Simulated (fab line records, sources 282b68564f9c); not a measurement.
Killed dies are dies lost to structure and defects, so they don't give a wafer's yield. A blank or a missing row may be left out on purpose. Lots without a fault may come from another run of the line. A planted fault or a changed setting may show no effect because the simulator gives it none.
Which tool did it? | flow rit_cmos | 16 lots, 48 wafers sampled, at 2 steps of a route of 202

WHAT THE GAUGES READ, wafer by wafer
RIT_CONTACT_OVL_MEAS_09.
lot  | measured    | on         | CONTACT_OVL (nm)
L167 | day 3 10:25 | overlay-01 | -0.3 1.4 1.1
L168 | day 3 17:02 | overlay-02 | 5.4 3.4 4.8
L169 | day 3 20:25 | overlay-02 | -1.0 -1.4 -1.7
L170 | day 4 03:02 | overlay-01 | -0.7 0.1 0.7
L173 | day 4 12:44 | overlay-02 | 1.9 -0.2 0.0
L174 | day 4 21:57 | overlay-02 | 0.2 -1.4 -2.2
L175 | day 4 22:18 | overlay-01 | -0.1 -1.6 -0.1
L177 | day 5 13:59 | overlay-02 | 2.5 1.0 2.2
L178 | day 5 17:04 | overlay-02 | -149.4 -149.7 -149.9
L179 | day 5 17:58 | overlay-02 | -151.1 -151.0 -152.5
L180 | day 6 02:08 | overlay-01 | -145.7 -146.9 -147.5
L181 | day 6 08:19 | overlay-01 | -149.1 -147.7 -148.6
L183 | day 6 19:27 | overlay-01 | -2.1 0.6 0.0
L185 | day 7 05:36 | overlay-02 | 2.3 2.1 0.1
L186 | day 7 21:58 | overlay-02 | 2.3 4.5 0.6
L188 | day 8 04:19 | overlay-01 | -0.6 -0.1 0.5

WHICH TOOL RAN EACH LOT (tool, then ch and the chambers of the sampled wafers, then the start)
lot  | RIT_CONTACT_EXPOSE_05
L167 | iline_stepper-01 ch 0, day 3 09:46
L168 | iline_stepper-02 ch 0, day 3 16:22
L169 | iline_stepper-02 ch 0, day 3 19:47
L170 | iline_stepper-02 ch 0, day 4 02:25
L173 | iline_stepper-02 ch 0, day 4 12:06
L174 | iline_stepper-01 ch 0, day 4 21:10
L175 | iline_stepper-01 ch 0, day 4 21:41
L177 | iline_stepper-01 ch 0, day 5 13:22
L178 | iline_stepper-01 ch 0, day 5 16:26
L179 | iline_stepper-01 ch 0, day 5 17:20
L180 | iline_stepper-01 ch 0, day 6 01:29
L181 | iline_stepper-01 ch 0, day 6 07:41
L183 | iline_stepper-02 ch 0, day 6 18:49
L185 | iline_stepper-02 ch 0, day 7 04:58
L186 | iline_stepper-02 ch 0, day 7 21:20
L188 | iline_stepper-02 ch 0, day 8 03:41
- RIT_CONTACT_EXPOSE_05: exposes mask M11, target cd 1000 nm.

WHAT THE TOOLS THEMSELVES READ (means of the sampled wafers that have a number; where no wafer has one, the mark that the record gives instead)
The record holds no such reading with a usual standard deviation.

THE ANSWER, worked out from the rows above alone
Rule: what is usual is taken from the lots themselves. Put in order of their means at a reading, lots are off if they are a third of the lots or fewer, leave a main group of 4 or more, and stand apart from it by a gap of 3 or more times the standard deviation of the main group's means; of several such gaps the widest counts. A main group whose means are all the same, to the digits that the tables above print for the reading, isn't used. A lot without any number at a reading at which 4 lots or more have one is off too. The other lots that the step has rows for count as sound. The gauges are gone through in route order, then the tools' own readings, and for those a lot's mean is taken as printed above. The first step at which some lot is off is used, and at that step the reading that is off furthest; a lot without a number counts as furthest.
Off: L178, L179, L180, L181, at RIT_CONTACT_OVL_MEAS_09 (CONTACT_OVL). The main group: mean 0.7 nm, standard deviation 1.6.
A tool fits if, at a process step before that reading, it ran every lot that is off, and no sound lot after the first of them. The gauges at RIT_CONTACT_OVL_MEAS_09 are tried like those tools. One fits: iline_stepper-01 at RIT_CONTACT_EXPOSE_05. Its last sound lot is L177 (day 5 13:22), its first lot that is off L178 (day 5 16:26): a fault that began between those two fits.

WHAT THE SIMULATOR HAD PUT IN
Scanner matching overlay: iline_stepper-01, from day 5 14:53 on, at RIT_CONTACT_EXPOSE_05. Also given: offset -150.
Lots struck among those shown: L178, L179, L180, L181. The rule above found the same.
